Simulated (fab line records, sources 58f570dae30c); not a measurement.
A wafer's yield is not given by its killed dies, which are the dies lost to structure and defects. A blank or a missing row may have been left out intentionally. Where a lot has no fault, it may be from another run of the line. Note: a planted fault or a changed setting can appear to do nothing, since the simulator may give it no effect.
Which tool was responsible? + flow berkeley-cmos170 + Sampling: 13 lots, 39 wafers, 2 of 331 route steps

## WHAT THE GAUGES READ, wafer by wafer
UCB170_GATE_CD_MEAS_12 targets a cd of 350 nm.
| lot  | measured     | on        | cd-nm (nm)        |
|------|--------------|-----------|-------------------|
| L493 | day 8 01:53  | cd-sem-01 | 348.1 349.0 349.0 |
| L495 | day 8 02:07  | cd-sem-01 | 351.9 350.7 350.9 |
| L494 | day 8 02:23  | cd-sem-01 | 346.9 348.9 348.6 |
| L491 | day 8 02:23  | cd-sem-02 | 349.7 349.8 349.8 |
| L497 | day 8 18:32  | cd-sem-02 | 347.8 348.9 348.8 |
| L496 | day 8 18:40  | cd-sem-02 | 373.6 373.4 372.6 |
| L499 | day 9 13:46  | cd-sem-02 | 350.3 350.7 350.9 |
| L507 | day 10 07:03 | cd-sem-02 | 351.0 351.4 352.0 |
| L508 | day 10 07:20 | cd-sem-02 | 350.1 350.9 350.2 |
| L506 | day 10 07:37 | cd-sem-02 | 350.3 351.3 350.5 |
| L509 | day 10 22:23 | cd-sem-01 | 347.3 348.0 347.4 |
| L510 | day 10 22:43 | cd-sem-01 | 349.1 348.7 348.3 |
| L511 | day 11 11:13 | cd-sem-01 | 348.4 350.0 350.1 |

## WHAT TOOL EACH LOT RAN ON (gives the tool, then ch and the chambers of the sampled wafers, and finally the start)
| lot  | UCB170_GATE_EXPOSE_09             |
|------|-----------------------------------|
| L493 | krf-scanner-01 ch 0, day 8 01:04  |
| L495 | krf-scanner-01 ch 0, day 8 01:11  |
| L494 | krf-scanner-01 ch 0, day 8 01:42  |
| L491 | krf-scanner-01 ch 0, day 8 01:49  |
| L497 | krf-scanner-02 ch 0, day 8 18:09  |
| L496 | krf-scanner-02 ch 0, day 8 18:16  |
| L499 | krf-scanner-02 ch 0, day 9 13:10  |
| L507 | krf-scanner-02 ch 0, day 10 06:34 |
| L508 | krf-scanner-02 ch 0, day 10 06:42 |
| L506 | krf-scanner-01 ch 0, day 10 06:56 |
| L509 | krf-scanner-01 ch 0, day 10 21:50 |
| L510 | krf-scanner-01 ch 0, day 10 22:05 |
| L511 | krf-scanner-01 ch 0, day 11 10:06 |
- UCB170_GATE_EXPOSE_09: exposes mask POLY, target cd 350 nm.

## WHAT THE TOOLS THEMSELVES READ (means of the sampled wafers that have a number; where no wafer has one, the mark that the record gives instead)
UCB170_GATE_EXPOSE_09.
| lot  | tool           | stage-vel-mm-s (mm/s) |
|------|----------------|-----------------------|
| L493 | krf-scanner-01 | 500.20                |
| L495 | krf-scanner-01 | 499.98                |
| L494 | krf-scanner-01 | 500.21                |
| L491 | krf-scanner-01 | 500.12                |
| L497 | krf-scanner-02 | 500.13                |
| L496 | krf-scanner-02 | 499.79                |
| L499 | krf-scanner-02 | 499.94                |
| L507 | krf-scanner-02 | 499.79                |
| L508 | krf-scanner-02 | 499.72                |
| L506 | krf-scanner-01 | 499.95                |
| L509 | krf-scanner-01 | 500.05                |
| L510 | krf-scanner-01 | 499.90                |
| L511 | krf-scanner-01 | 500.00                |

## THE ANSWER, worked out from the rows above alone
Rule: the lots themselves supply what counts as usual. The widest of any qualifying gaps counts: lots, ordered by their means at a reading, are off when they make up no more than a third of the lots, leave a main group of 4 or more, and stand apart from it by 3 or more times the standard deviation of that group's means. Not used: any main group whose means are identical at the precision the tables above print for the reading. Also off: a lot with no number at a reading for which 4 or more lots have one. Any other lot the step has rows for is counted as sound. The gauges are gone through in route order, then the tools' own readings, and for those a lot's mean is taken as printed above. The first step at which some lot is off is used, and at that step the reading that is off furthest; a lot without a number counts as furthest.
Off at UCB170_GATE_CD_MEAS_12 (cd-nm): L496. The main group has a mean of 349.6 nm with a standard deviation of 1.2.
A tool fits if, at a process step before that reading, it ran every lot that is off, and no sound lot after the first of them. The gauges at UCB170_GATE_CD_MEAS_12 are tried like those tools. Of those tried, none fits.

## WHAT THE SIMULATOR PUT IN
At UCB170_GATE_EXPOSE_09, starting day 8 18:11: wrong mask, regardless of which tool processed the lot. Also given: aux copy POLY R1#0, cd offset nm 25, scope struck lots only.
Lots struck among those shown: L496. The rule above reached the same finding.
